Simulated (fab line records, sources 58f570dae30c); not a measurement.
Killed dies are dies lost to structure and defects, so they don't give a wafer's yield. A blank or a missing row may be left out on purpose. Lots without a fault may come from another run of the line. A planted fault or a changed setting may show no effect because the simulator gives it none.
fab line records | flow berkeley_cmos170 | part 1 of 2: steps 1 to 33 of 44
record lots=5 wafers=15 last_day=13
route steps=331 shown SPACER@173 PSD@175 NSD@187 BACKSIDE@199 SDANNEAL@204 PLDD@208 NLDD@209 SILICIDE@210 CONTACT@216
lots that met no fault: from a run of the same line without faults
start_h: hours from the record's first day to the start of the lot's first wafer shown | wait_h: hours since the lot's step before | " the same as in the row above | L1.1+2: a row that stands for several wafers | - no value, or no start given | * or withheld: withheld | < > ~ a bound
route shown NAME@n: a module of which the file shows steps, and the number in the route of the first | usual: mean/standard deviation of fault-free wafers | same: alike in all rows | chamber/n: place in a boat | sites: the reading at each site | _std_site: their standard deviation | _edge_site: outer sites' mean less inner sites' | radius_mm: how far each site lies from the wafer's centre | mask NAME#n: copy n | behind: the tool/chamber that last shaped the wafer | hold: why the lot was held/for how many hours/how that ended | device: the transistor (n, p or np) that didn't switch | end of line: the same wafers' tests at the end of the route | a step without rows: its recipe alone | killed: dies lost to structure and defects at the first sort, not the wafer's yield | map: a wafer's dies, x killed, . not, _ none there
set.NAME: the setting as run; set.NAME@STEP: as run at that earlier step | model.NAME: the simulator's own value behind a step, which no gauge read
lots at some steps of the route; a table a step, a row a wafer
services: from which hour (start_h, from the record's first day; less than 0 if before it) a tool's chamber was out of use, for how many hours, and why
## steps
# step UCB170_SPACER_ANNEAL_02
# recipe temp_c=900 time_s=1800 ambient=N2
# columns lot.wafer tool chamber start_h wait_h
L074.1+2+3 furnace-04 0 170.99 4.8
L075.1+2+4 furnace-04 0 170.99 4.8
L088.1+4+5 furnace-01 0 231.93 3.8
L093.2+3+6 furnace-04 0 268.06 2.1
L096.1+2+6 furnace-04 0 268.06 1.6
# step UCB170_SPACER_ETCHBACK_03
# recipe stop_on=Si target=SiO2 chemistry=CHF3/CF4/Ar CHF3_flow_sccm=50 cf4_flow_sccm=10 Ar_flow_sccm=120 pressure_mtorr=200 rf_w=500 target_depth_a=3760 time_s=100
# usual cf4_flow_sccm=9.999/0.029 drypump_motor_current_A=5.8/0.47 oes_product_au=0.894/0.016 throttle_valve_pct=6.51/0.12
# columns lot.wafer tool chamber start_h wait_h cf4_flow_sccm drypump_motor_current_A oes_product_au rf_hours_counter_h throttle_valve_pct
L074.1 rie_diel-02 0 172.49 0.0 9.989 5.7 0.883 14 6.44
L074.2 " 1 " " 10.015 6.0 0.898 133 6.34
L074.3 " 2 " " 9.963 6.4 0.900 42 6.73
L075.1 rie_diel-01 3 172.56 0.1 9.958 6.0 0.896 121 6.43
L075.2 " 1 " " 9.998 4.9 0.882 135 6.66
L075.4 " 0 " " 10.006 6.1 0.916 103 6.56
L088.1 rie_diel-03 2 233.43 0.0 10.036 6.5 0.881 11 6.61
L088.4 " 0 " " 9.982 5.2 0.906 102 6.46
L088.5 " 3 " " 10.037 5.6 0.903 - 6.58
L093.2 rie_diel-02 1 269.56 0.0 9.975 6.0 0.877 0 6.37
L093.3 " 0 " " 9.983 5.7 0.890 18 6.43
L093.6 " 0 " " 9.993 5.7 0.893 - 6.47
L096.1 rie_diel-03 1 269.56 0.0 10.023 6.0 0.899 20 6.37
L096.2 " 2 " " 9.981 6.5 0.890 13 6.59
L096.6 " 2 " " 10.005 6.5 0.909 - 6.59
# step UCB170_PSD_HMDS_00
# recipe prime_time_s=60 prime_temp_c=100
# columns lot.wafer tool chamber start_h wait_h
L074.1+2+3 litho_track-04 0 172.77 0.2
L075.1+2+4 litho_track-01 0 173.01 0.4
L088.1+4+5 litho_track-01 0 233.73 0.3
L096.1+2+6 litho_track-04 0 269.63 0.0
L093.2+3+6 litho_track-01 0 269.87 0.3
# step UCB170_PSD_COAT_01
# recipe resist=KrF spin_rpm=1500 resist_thk_nm=900
# columns lot.wafer tool chamber start_h wait_h
L074.1+2+3 litho_track-04 0 172.92 0.1
L075.1+2+4 litho_track-01 0 173.16 0.1
L088.1+4+5 litho_track-01 0 233.88 0.1
L096.1+2+6 litho_track-04 0 269.78 0.1
L093.2+3+6 litho_track-01 0 270.02 0.1
# step UCB170_PSD_SOFTBAKE_02
# recipe resist=KrF temp_c=130 time_s=60
# columns lot.wafer tool chamber start_h wait_h
L074.1+2+3 litho_track-04 0 173.07 0.1
L075.1+2+4 litho_track-01 0 173.31 0.1
L088.1+4+5 litho_track-01 0 234.03 0.1
L096.1+2+6 litho_track-04 0 269.93 0.1
L093.2+3+6 litho_track-01 0 270.17 0.1
# step UCB170_PSD_EXPOSE_03
# recipe mask_id=PSELECT_MOD na=0.5 sigma_outer=0.6 source_shape=conventional target_cd_nm=1200 dose_mj=30
# columns lot.wafer tool chamber start_h wait_h mask
L074.1+2+3 krf_scanner-02 0 173.22 0.1 PSELECT_MOD#0
L075.1+2+4 krf_scanner-01 0 173.58 0.2 PSELECT_MOD#0
L088.1+4+5 krf_scanner-02 0 234.30 0.2 PSELECT_MOD#0
L096.1+2+6 krf_scanner-01 0 270.50 0.5 PSELECT_MOD#0
L093.2+3+6 krf_scanner-02 0 270.84 0.7 PSELECT_MOD#0
# step UCB170_PSD_PEB_04
# recipe peb_temp_c=130 peb_time_s=withheld resist=KrF
# columns lot.wafer tool chamber start_h wait_h
L074.1+2+3 litho_track-04 0 173.50 0.3
L075.1+2+4 litho_track-03 0 173.84 0.2
L088.1+4+5 litho_track-01 0 234.90 0.6
L096.1+2+6 litho_track-01 0 270.62 0.1
L093.2+3+6 litho_track-01 0 271.19 0.3
# step UCB170_PSD_DEVELOP_05
# recipe developer=TMAH develop_time_s=45 resist=KrF dev_temp_c=21
# usual developer_temp_C=21.01/0.11
# columns lot.wafer tool chamber start_h wait_h developer_temp_C
L074.1 litho_track-04 0 - - 21.07
L074.2 " 0 " " 21.06
L074.3 " 0 " " 21.09
L075.1 litho_track-03 0 - - 20.92
L075.2 " 0 " " 20.94
L075.4 " 0 " " 20.96
L088.1 litho_track-01 0 - - 20.96
L088.4 " 0 " " 20.86
L088.5 " 0 " " 20.84
L096.1 litho_track-01 0 - - 20.91
L096.2 " 0 " " 20.95
L096.6 " 0 " " 20.97
L093.2 litho_track-01 0 - - 21.03
L093.3 " 0 " " 21.06
L093.6 " 0 " " 21.05
# step UCB170_PSD_CD_MEAS_06
# recipe target_cd_nm=1200
# usual cd_nm=1200.1/1.8
# columns lot.wafer tool chamber start_h wait_h cd_nm
L074.1 cd_sem-01 - 173.77 - 1199.9
L074.2 " - " " 1199.2
L074.3 " - " " 1198.7
L075.1 cd_sem-02 - 174.11 - 1198.3
L075.2 " - " " 1199.9
L075.4 " - " " 1199.1
L088.1 cd_sem-02 - 235.29 - 1198.3
L088.4 " - " " 1200.8
L088.5 " - " " 1198.4
L096.1 cd_sem-02 - 271.05 - 1197.9
L096.2 " - " " 1198.9
L096.6 " - " " 1200.2
L093.2 cd_sem-02 - 271.50 - 1200.0
L093.3 " - " " 1199.7
L093.6 " - " " 1199.9
# step UCB170_PSD_OVL_MEAS_07
# usual PSD_OVL=-3/4.7
# columns lot.wafer tool chamber start_h wait_h PSD_OVL[nm]
L074.1 overlay-01 - 173.89 0.1 -10
L074.2 " - " " -4
L074.3 " - " " -9
L075.1 overlay-02 - 174.23 0.1 -2
L075.2 " - " " -4
L075.4 " - " " -1
L088.1 overlay-01 - 235.41 0.1 -1
L088.4 " - " " -2
L088.5 " - " " -5
L096.1 overlay-02 - 271.17 0.1 10
L096.2 " - " " -5
L096.6 " - " " 2
L093.2 overlay-02 - 271.61 0.1 1
L093.3 " - " " -2
L093.6 " - " " 6
# step UCB170_PSD_IMPLANT_08
# recipe species=B dose_cm2=3e+15 energy_kev=20 tilt_deg=7
# columns lot.wafer tool chamber start_h wait_h
L074.1+2+3 implanter-01 0 174.02 0.1
L075.1+2+4 implanter-01 0 174.27 0.0
L088.1+4+5 implanter-01 0 235.45 0.0
L096.1+2+6 implanter-04 0 271.20 0.0
L093.2+3+6 implanter-02 0 271.66 0.0
# step UCB170_PSD_STRIP_09
# recipe chemistry=O2 power_w=400 pressure_mtorr=3500 platen_temp_c=withheld o2_flow_sccm=400 overash_fraction=0.5
# usual drypump_motor_current_A=5.8/0.41 oes_product_au=0.599/0.0043 strip_time_to_endpoint_s=29.42/0.081
# columns lot.wafer tool chamber start_h wait_h drypump_motor_current_A oes_product_au rf_hours_counter_h strip_time_to_endpoint_s
L074.1 plasma_asher-04 0 174.17 0.1 5.9 0.601 38 29.50
L074.2 " 1 " " 5.2 0.595 38 29.47
L074.3 " 0 " " 5.9 0.599 - 29.55
L075.1 plasma_asher-04 1 174.42 0.1 5.2 0.602 38 29.41
L075.2 " 0 " " 5.9 0.595 38 29.41
L075.4 " 0 " " 5.8 0.603 - 29.37
L088.1 plasma_asher-01 1 235.60 0.1 6.2 0.598 49 29.46
L088.4 " 0 " " 6.3 0.606 - 29.39
L088.5 " 1 " " 6.2 0.604 - 29.39
L096.1 plasma_asher-01 0 271.35 0.1 6.3 0.603 54 29.47
L096.2 " 1 " " 6.2 0.601 54 29.39
L096.6 " 1 " " 6.2 0.599 - 29.47
L093.2 plasma_asher-04 1 271.79 0.1 5.2 0.594 49 29.43
L093.3 " 0 " " 5.9 0.597 - 29.48
L093.6 " 1 " " 5.2 0.602 - 29.41
# step UCB170_PSD_TW_MEAS_10
# usual PSD_TW=2316/19
# columns lot.wafer tool chamber start_h wait_h PSD_TW
L074.1 film_metro-02 - 174.27 0.1 2314
L074.2 " - " " 2313
L074.3 " - " " 2311
L075.1 film_metro-03 - 174.52 0.1 2341
L075.2 " - " " 2339
L075.4 " - " " 2347
L088.1 film_metro-03 - 235.70 0.1 2327
L088.4 " - " " 2328
L088.5 " - " " 2346
L096.1 film_metro-04 - 271.45 0.1 2288
L096.2 " - " " 2287
L096.6 " - " " 2289
L093.2 film_metro-02 - 271.90 0.1 2340
L093.3 " - " " 2338
L093.6 " - " " 2334
# step UCB170_PSD_CLEAN_11
# recipe chemistry=SPM temp_c=120 time_s=600
# columns lot.wafer tool chamber start_h wait_h
L074.1+2+3 wet_bench-02 0 175.27 1.0
L075.1+2+4 wet_bench-02 1 175.27 0.7
L088.1+4+5 wet_bench-01 3 236.94 1.2
L096.1+2+6 wet_bench-02 3 271.51 0.1
L093.2+3+6 wet_bench-03 0 271.95 0.0
# step UCB170_NSD_HMDS_00
# recipe prime_time_s=60 prime_temp_c=100
# columns lot.wafer tool chamber start_h wait_h
L075.1+2+4 litho_track-04 0 175.79 0.4
L074.1+2+3 litho_track-02 0 175.89 0.5
L088.1+4+5 litho_track-02 0 237.15 0.0
L096.1+2+6 litho_track-03 0 271.69 0.0
L093.2+3+6 litho_track-04 0 272.37 0.3
# step UCB170_NSD_COAT_01
# recipe resist=KrF spin_rpm=1500 resist_thk_nm=900
# columns lot.wafer tool chamber start_h wait_h
L075.1+2+4 litho_track-04 0 175.94 0.1
L074.1+2+3 litho_track-02 0 176.04 0.1
L088.1+4+5 litho_track-02 0 237.30 0.1
L096.1+2+6 litho_track-03 0 271.84 0.1
L093.2+3+6 litho_track-04 0 272.52 0.1
# step UCB170_NSD_SOFTBAKE_02
# recipe resist=KrF temp_c=130 time_s=60
# columns lot.wafer tool chamber start_h wait_h
L075.1+2+4 litho_track-04 0 176.09 0.1
L074.1+2+3 litho_track-02 0 176.19 0.1
L088.1+4+5 litho_track-02 0 237.45 0.1
L096.1+2+6 litho_track-03 0 271.99 0.1
L093.2+3+6 litho_track-04 0 272.67 0.1
# step UCB170_NSD_EXPOSE_03
# recipe mask_id=NSELECT_MOD na=0.5 sigma_outer=0.6 source_shape=conventional target_cd_nm=1200 dose_mj=30
# columns lot.wafer tool chamber start_h wait_h mask
L075.1+2+4 krf_scanner-01 0 176.51 0.4 NSELECT_MOD#0
L074.1+2+3 krf_scanner-01 0 176.63 0.4 NSELECT_MOD#0
L088.1+4+5 krf_scanner-02 0 237.60 0.1 NSELECT_MOD#0
L096.1+2+6 krf_scanner-01 0 272.14 0.1 NSELECT_MOD#0
L093.2+3+6 krf_scanner-02 0 272.94 0.2 NSELECT_MOD#0
# step UCB170_NSD_PEB_04
# recipe peb_temp_c=130 peb_time_s=withheld resist=KrF
# columns lot.wafer tool chamber start_h wait_h
L075.1+2+4 litho_track-02 0 176.79 0.3
L074.1+2+3 litho_track-04 0 176.79 0.1
L088.1+4+5 litho_track-04 0 238.09 0.5
L096.1+2+6 litho_track-02 0 272.67 0.5
L093.2+3+6 litho_track-03 0 273.07 0.1
# step UCB170_NSD_DEVELOP_05
# recipe developer=TMAH develop_time_s=45 resist=KrF dev_temp_c=21
# usual developer_temp_C=21.02/0.093
# columns lot.wafer tool chamber start_h wait_h developer_temp_C
L075.1 litho_track-02 0 - - 21.03
L075.2 " 0 " " 21.05
L075.4 " 0 " " 20.93
L074.1 litho_track-04 0 - - 21.06
L074.2 " 0 " " 21.10
L074.3 " 0 " " 21.06
L088.1 litho_track-04 0 - - 20.90
L088.4 " 0 " " 21.05
L088.5 " 0 " " 21.05
L096.1 litho_track-02 0 - - 20.97
L096.2 " 0 " " 20.91
L096.6 " 0 " " 20.99
L093.2 litho_track-03 0 - - 20.97
L093.3 " 0 " " 20.84
L093.6 " 0 " " 21.17
# step UCB170_NSD_CD_MEAS_06
# recipe target_cd_nm=1200
# usual cd_nm=1199.9/1.6
# columns lot.wafer tool chamber start_h wait_h cd_nm
L075.1 cd_sem-02 - 177.07 - 1202.4
L075.2 " - " " 1201.2
L075.4 " - " " 1201.7
L074.1 cd_sem-01 - 177.07 - 1200.0
L074.2 " - " " 1200.0
L074.3 " - " " 1201.3
L088.1 cd_sem-02 - 238.45 - 1201.5
L088.4 " - " " 1200.7
L088.5 " - " " 1201.8
L096.1 cd_sem-02 - 272.98 - 1197.5
L096.2 " - " " 1198.3
L096.6 " - " " 1197.4
L093.2 cd_sem-02 - 273.36 - 1199.1
L093.3 " - " " 1198.1
L093.6 " - " " 1199.4
# step UCB170_NSD_OVL_MEAS_07
# usual NSD_OVL=2/5.4
# columns lot.wafer tool chamber start_h wait_h NSD_OVL[nm]
L075.1 overlay-01 - 177.19 0.1 7
L075.2 " - " " 2
L075.4 " - " " -1
L074.1 overlay-02 - 177.19 0.1 6
L074.2 " - " " -1
L074.3 " - " " 4
L088.1 overlay-02 - 238.57 0.1 0
L088.4 " - " " 16
L088.5 " - " " 7
L096.1 overlay-01 - 273.10 0.1 1
L096.2 " - " " 2
L096.6 " - " " 0
L093.2 overlay-01 - 273.47 0.1 5
L093.3 " - " " 6
L093.6 " - " " 12
# step UCB170_NSD_IMPLANT_08
# recipe species=P dose_cm2=3e+15 energy_kev=40 tilt_deg=7
# columns lot.wafer tool chamber start_h wait_h
L075.1+2+4 implanter-04 0 177.22 0.0
L074.1+2+3 implanter-03 0 177.23 0.0
L088.1+4+5 implanter-02 0 238.60 0.0
L096.1+2+6 implanter-03 0 273.14 0.0
L093.2+3+6 implanter-02 0 273.52 0.0
# step UCB170_NSD_STRIP_09
# recipe chemistry=O2 power_w=400 pressure_mtorr=3500 platen_temp_c=withheld o2_flow_sccm=400 overash_fraction=0.5
# usual drypump_motor_current_A=5.9/0.34 oes_product_au=0.535/0.0049 strip_time_to_endpoint_s=35.83/0.068
# columns lot.wafer tool chamber start_h wait_h drypump_motor_current_A oes_product_au rf_hours_counter_h strip_time_to_endpoint_s
L075.1 plasma_asher-03 1 177.37 0.1 5.5 0.534 6 35.92
L075.2 " 0 " " 5.5 0.530 6 35.92
L075.4 " 1 " " 5.5 0.522 - 35.86
L074.1 plasma_asher-01 1 177.46 0.2 6.2 0.529 43 35.77
L074.2 " 0 " " 6.3 0.525 43 35.80
L074.3 " 0 " " 6.3 0.531 - 35.80
L088.1 plasma_asher-02 0 238.75 0.1 5.7 0.536 51 35.81
L088.4 " 1 " " 6.2 0.542 - 35.83
L088.5 " 1 " " 6.2 0.543 - 35.84
L096.1 plasma_asher-01 0 273.29 0.1 6.3 0.544 54 35.92
L096.2 " 1 " " 6.2 0.535 54 35.87
L096.6 " 1 " " 6.2 0.537 - 35.90
L093.2 plasma_asher-03 1 273.65 0.1 5.5 0.535 16 35.75
L093.3 " 0 " " 5.4 0.543 - 35.90
L093.6 " 0 " " 5.4 0.540 - 35.77
# step UCB170_NSD_TW_MEAS_10
# usual NSD_TW=4159/32
# columns lot.wafer tool chamber start_h wait_h NSD_TW
L075.1 film_metro-02 - 177.47 0.1 4146
L075.2 " - " " 4149
L075.4 " - " " 4157
L074.1 film_metro-04 - 177.56 0.1 4110
L074.2 " - " " 4114
L074.3 " - " " 4081
L088.1 film_metro-03 - 238.85 0.1 4190
L088.4 " - " " 4202
L088.5 " - " " 4210
L096.1 film_metro-03 - 273.39 0.1 4188
L096.2 " - " " 4183
L096.6 " - " " 4205
L093.2 film_metro-02 - 273.76 0.1 4189
L093.3 " - " " 4196
L093.6 " - " " 4171
# step UCB170_NSD_CLEAN_11
# recipe chemistry=SPM temp_c=120 time_s=600
# columns lot.wafer tool chamber start_h wait_h
L075.1+2+4 wet_bench-04 1 177.53 0.1
L074.1+2+3 wet_bench-03 2 177.62 0.1
L088.1+4+5 wet_bench-04 2 238.91 0.1
L096.1+2+6 wet_bench-03 3 273.45 0.1
L093.2+3+6 wet_bench-01 0 273.81 0.0
# step UCB170_BACKSIDE_HMDS_00
# recipe prime_time_s=60 prime_temp_c=100
# columns lot.wafer tool chamber start_h wait_h
L075.1+2+4 litho_track-03 0 178.06 0.3
L074.1+2+3 litho_track-01 0 178.11 0.3
L088.1+4+5 litho_track-01 0 239.66 0.6
L096.1+2+6 litho_track-03 0 273.62 0.0
L093.2+3+6 litho_track-02 0 274.01 0.0
# step UCB170_BACKSIDE_COAT_01
# recipe resist=KrF spin_rpm=1500 resist_thk_nm=900
# columns lot.wafer tool chamber start_h wait_h
L075.1+2+4 litho_track-03 0 178.21 0.1
L074.1+2+3 litho_track-01 0 178.26 0.1
L088.1+4+5 litho_track-01 0 239.81 0.1
L096.1+2+6 litho_track-03 0 273.77 0.1
L093.2+3+6 litho_track-02 0 274.16 0.1
# step UCB170_BACKSIDE_SOFTBAKE_02
# recipe resist=KrF temp_c=130 time_s=60
# columns lot.wafer tool chamber start_h wait_h
L075.1+2+4 litho_track-03 0 178.36 0.1
L074.1+2+3 litho_track-01 0 178.41 0.1
L088.1+4+5 litho_track-01 0 239.96 0.1
L096.1+2+6 litho_track-03 0 273.92 0.1
L093.2+3+6 litho_track-02 0 274.31 0.1
# step UCB170_BACKSIDE_STRIP_03
# recipe chemistry=O2 power_w=400 pressure_mtorr=3500 platen_temp_c=withheld o2_flow_sccm=400 overash_fraction=0.5
# usual drypump_motor_current_A=5.9/0.38 oes_product_au=0.734/0.0045 strip_time_to_endpoint_s=21.98/0.059
# columns lot.wafer tool chamber start_h wait_h drypump_motor_current_A oes_product_au rf_hours_counter_h strip_time_to_endpoint_s
L075.1 plasma_asher-02 1 178.51 0.1 6.2 0.728 45 22.00
L075.2 " 0 " " 5.7 0.733 45 21.99
L075.4 " 0 " " 5.7 0.732 - 21.96
L074.1 plasma_asher-01 1 178.56 0.1 6.2 0.742 44 22.05
L074.2 " 0 " " 6.3 0.737 44 21.98
L074.3 " 0 " " 6.3 0.738 - 22.00
L088.1 plasma_asher-01 0 240.11 0.1 6.3 0.736 50 22.01
L088.4 " 1 " " 6.2 0.730 - 21.99
L088.5 " 1 " " 6.2 0.727 - 21.91
L096.1 plasma_asher-02 0 274.07 0.1 5.7 0.739 56 22.08
L096.2 " 1 " " 6.2 0.735 56 22.03
L096.6 " 1 " " 6.2 0.735 - 22.09
L093.2 plasma_asher-01 0 274.43 0.1 6.3 0.736 54 22.08
L093.3 " 1 " " 6.2 0.730 - 22.07
L093.6 " 1 " " 6.2 0.734 - 22.01
# step UCB170_BACKSIDE_CLEAN_04
# recipe chemistry=SPM temp_c=120 time_s=600
# columns lot.wafer tool chamber start_h wait_h
L075.1+2+4 wet_bench-02 0 178.61 0.1
L074.1+2+3 wet_bench-04 3 178.66 0.1
L088.1+4+5 wet_bench-04 3 240.21 0.1
L096.1+2+6 wet_bench-04 3 274.17 0.1
L093.2+3+6 wet_bench-02 0 274.53 0.1
# step UCB170_SDANNEAL_RTA_00
# recipe temp_c=900 time_s=10 ambient=N2
# usual lamp_power_pct=26.9/2.8 wafer_temp_C_max=904.7/1.3
# columns lot.wafer tool chamber start_h wait_h lamp_power_pct wafer_temp_C_max
L075.1 rtp_anneal-01 0 178.78 0.0 23.9 903.0
L075.2 " 0 " " 23.9 903.3
L075.4 " 0 " " 23.9 904.0
L074.1 rtp_anneal-02 0 178.85 0.0 29.4 904.2
L074.2 " 0 " " 29.4 905.9
L074.3 " 0 " " 29.4 906.0
L088.1 rtp_anneal-01 0 240.39 0.0 23.9 903.9
L088.4 " 0 " " 23.9 904.4
L088.5 " 0 " " 23.9 903.1
L096.1 rtp_anneal-01 0 274.35 0.0 23.9 903.4
L096.2 " 0 " " 23.9 904.7
L096.6 " 0 " " 23.9 904.5
L093.2 rtp_anneal-02 0 274.72 0.0 29.4 904.5
L093.3 " 0 " " 29.4 905.3
L093.6 " 0 " " 29.4 904.9
# step UCB170_SDANNEAL_RTA_01
# recipe temp_c=1050 time_s=5 ambient=N2
# usual lamp_power_pct=42/4.3 wafer_temp_C_max=1055.9/1.8
# columns lot.wafer tool chamber start_h wait_h lamp_power_pct wafer_temp_C_max
L075.1 rtp_anneal-01 0 178.85 0.1 37 1054.8
L075.2 " 0 " " 37 1054.8
L075.4 " 0 " " 37 1053.5
L074.1 rtp_anneal-02 0 178.91 0.1 45 1056.1
L074.2 " 0 " " 45 1057.0
L074.3 " 0 " " 45 1056.9
L088.1 rtp_anneal-01 0 240.45 0.1 37 1053.7
L088.4 " 0 " " 37 1054.2
L088.5 " 0 " " 37 1054.7
L096.1 rtp_anneal-01 0 274.41 0.1 37 1054.0
L096.2 " 0 " " 37 1054.2
L096.6 " 0 " " 37 1054.9
L093.2 rtp_anneal-02 0 274.78 0.1 46 1057.0
L093.3 " 0 " " 45 1055.9
L093.6 " 0 " " 45 1056.2
